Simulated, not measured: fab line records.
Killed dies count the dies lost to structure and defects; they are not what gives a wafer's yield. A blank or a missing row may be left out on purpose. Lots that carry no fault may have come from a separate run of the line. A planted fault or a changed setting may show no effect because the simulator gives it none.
Matching of chambers | flow berkeley cmos170 | UCB170_GATE_ETCH_15 on rie si-02: 4 sister chambers
The step etches poly-Si in HBr/Cl2, stops on SiO2, time 56.3 s, target depth 278.2 nm. 4 wafers are shown with their chamber, then 7 later ones without.

== WAFERS WITH THEIR CHAMBER ==
wafer  | chamber | he backside leak sccm (sccm)
L783.4 | 3       | 2.9
L785.4 | 2       | 3.0
L790.1 | 0       | 2.4
L790.5 | 1       | 2.3

== WAFERS WITH NO CHAMBER GIVEN ==
wafer  | he backside leak sccm (sccm)
L790.6 | 3.0
L792.2 | 3.2
L792.3 | 2.4
L792.4 | 2.5
L795.3 | 2.8
L795.5 | 3.0
L795.6 | 2.7

== EACH ONE'S CHAMBER ==
wafer  | from the rows above               | in truth
L790.6 | can't be placed: 2 or 3           | 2
L792.2 | can't be placed: 2 or 3           | 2
L792.3 | can't be placed: 0 or 1           | 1
L792.4 | can't be placed: 0 or 1           | 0
L795.3 | can't be placed: 3 or 2           | 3
L795.5 | can't be placed: 2 or 3           | 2
L795.6 | can't be placed: 3 or 2 or 0 or 1 | 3
Correct placement for 0 of the 7. These rows do not allow placing 7 (true chamber among the candidates in 7). 0 placed wrongly.
How it was worked out, from the rows above alone: a wafer's distance from a chamber is the root of the sum, over the readings, of the square of ((its reading less the chamber's mean) divided by the reading's scatter). The wafer belongs to the nearest chamber; if the next one is less than 2 further off, it can't be placed. Each chamber's mean is taken over the wafers shown for it. The scatter: root of mean squared gap, hidden wafer to nearest shown wafer, with one shown wafer a chamber.
